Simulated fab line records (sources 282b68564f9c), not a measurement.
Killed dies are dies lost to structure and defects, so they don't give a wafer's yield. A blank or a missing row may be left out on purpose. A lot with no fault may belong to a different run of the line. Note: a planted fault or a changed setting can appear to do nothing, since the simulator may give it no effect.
Struck lot and sound lot, side by side    flow rit_cmos    20 out of 202 route steps
Sound: wafers L893.2, L893.3, L893.4. The struck wafers were L913.2, L913.3, L913.4. The cause is named last.
At each step with rows: each side's tool, then ch and its chambers, then its first start. Under that, the readings that differ: sound wafers    struck wafers    difference of the means    sigmas: that difference in standard deviations of wafers without a fault.
alike: readings whose means differ by less than 2 such deviations, and words and numbers that are the same on both sides. not compared: withheld readings, readings that some wafer has no value for, bounds like >300 that may hide the same value, and numbers for which the record gives no deviation and whose values overlap.
The two part at a step that has a row with sigmas, a row that says differs or no value, or rows on one side only. Numbers that have no deviation but don't overlap get no sigmas and don't part them. A reading missing from all wafers of one side parts the sides only when that side holds two or more wafers.

first, 4 steps without rows for these wafers: RIT_ACTIVE_SOFTBAKE_07 (time 60 s); RIT_ACTIVE_EXPOSE_08 (exposes mask M1, target cd 1400 nm); RIT_ACTIVE_PEB_09; RIT_ACTIVE_DEVELOP_10 (develop time 47.85 s).
RIT_ACTIVE_CD_MEAS_11 targets a cd of 1400 nm.
  sound on cd_sem-01 at day 2 05:28; struck on cd_sem-02 at day 6 09:28
  alike: cd_nm
then, 1 step without rows for these wafers: RIT_ACTIVE_HARDBAKE_12 (time 60 s).
RIT_ACTIVE_ETCH_13: etches Si3N4 in SF6, stops on SiO2, time 210 s, target depth 210 nm.
  sound on rie_diel-04 ch 0,1,2, day 2 05:43; struck on rie_diel-02 ch 0,2,3, day 6 09:43
reading                 sound       struck   difference  sigmas
rf_hours_counter_h (h)  134 104 71  23 36 6  -81         
  alike: drypump_motor_current_A, oes_product_au, throttle_valve_pct
RIT_ACTIVE_STRIP_14: strips in O2, time 180 s.
  sound on plasma_asher-02 ch 0,1, day 2 05:50; struck on plasma_asher-02 ch 0,1, day 6 09:50
  alike: drypump_motor_current_A, rf_refl_power_W
  not compared: rf_hours_counter_h
RIT_ACTIVE_CD_MEAS_90 targets a cd of 1400 nm.
  sound on cd_sem-02 at day 2 06:02; struck on cd_sem-01 at day 6 10:02
  alike: cd_nm
then, 3 steps without rows for these wafers: RIT_ACTIVE_CLEAN_15 (cleans in SC1, time 600 s); RIT_ACTIVE_CLEAN_16 (cleans in dHF, time 30 s); RIT_ACTIVE_CLEAN_17 (cleans in SC2, time 600 s).
RIT_FOX1_OXIDATION_00: target thk 350.7 nm, ox time 1130 s.
  sound on furnace-02 ch 0, day 2 06:55; struck on furnace-01 ch 0, day 6 10:55
reading                                      sound              struck             difference  sigmas
ox_time_s (s)                                1130 1130 1130     508.5 508.5 508.5  -621.5      
model.SiO2_of_FOX1_OXIDATION_00.thk_nm (nm)  361.1 362 359      218.9 223.7 215.1  -141.5      
model.Si3N4_of_ACTIVE_CVD_03.thk_nm (nm)     144.9 144.7 144.6  144.3 144.2 144.5  -0.4        
RIT_FOX1_THK_MEAS_01:
  sound on film_metro-03 at day 2 08:14; struck on film_metro-03 at day 6 12:14
reading              sound        struck       difference  sigmas
FOX1_OXIDE_THK (nm)  361 362 359  219 224 215  -141        -19
then, 2 steps without rows for these wafers: RIT_FOX1_WET_ETCH_02 (etches SiO2 in BOE, target depth 350 nm, time 390 s); RIT_FOX2_OXIDATION_00 (target thk 350.7 nm, ox time 1130 s).
RIT_FOX2_THK_MEAS_01:
  sound on film_metro-04 at day 2 09:44; struck on film_metro-01 at day 6 13:44
  alike: FOX2_OXIDE_THK
RIT_FOX2_CLEAN_02: cleans in dHF, time 180 s.
  sound on wet_bench-01 ch 2, day 2 09:47; struck on wet_bench-02 ch 1, day 6 13:47
reading                                   sound          struck             difference  sigmas
model.Si3N4_of_ACTIVE_CVD_03.thk_nm (nm)  133.2 133 133  132.5 132.4 132.6  -0.6        
then, 1 step without rows for these wafers: RIT_FOX2_WET_ETCH_03 (etches Si3N4 in H3PO4, target depth 195 nm, time 2700 s).
RIT_M1_PROBE_99:
  sound on prober-01 at day 4 02:19; struck on prober-01 at day 8 06:18
reading                              sound                 struck                difference  sigmas
model.etest.pplus_sal.width_nm (nm)  3428 3405 3421        3590 3590 3616        +181        
model.etest.nplus_sal.width_nm (nm)  3428 3431 3424        3580 3598 3597        +164        
model.etest.pldd.width_nm (nm)       3143 3132 3138        3279 3278 3278        +141        
model.etest.nldd.width_nm (nm)       3150 3145 3136        3258 3289 3286        +134        
model.etest.nmos_narrow.drive_ua_um  218.9 220.4 215.8     248.9 249.7 249.9     +31.1       
model.etest.pmos_narrow.drive_ua_um  99.67 102.2 100.9     112 111.9 111.8       +11         
model.etest.field_p_metal.vt_v (V)   -27.79 -27.2 -28.07   -29.75 -29.94 -30.6   -2.41       
model.etest.field_p.vt_v (V)         -12.42 -12.36 -12.47  -13.17 -13.04 -13.22  -0.73       
  alike: killed_at_M0_to_M3, killed_at_contacts, killed_at_front_end, killed_dies, killed_open, killed_short

## WHERE THEY PART
Within this record, at RIT_FOX1_THK_MEAS_01 only. Later steps at which nothing parts them and some readings are alike: RIT_FOX2_THK_MEAS_01, RIT_M1_PROBE_99.

WHY: whatever the simulator had introduced
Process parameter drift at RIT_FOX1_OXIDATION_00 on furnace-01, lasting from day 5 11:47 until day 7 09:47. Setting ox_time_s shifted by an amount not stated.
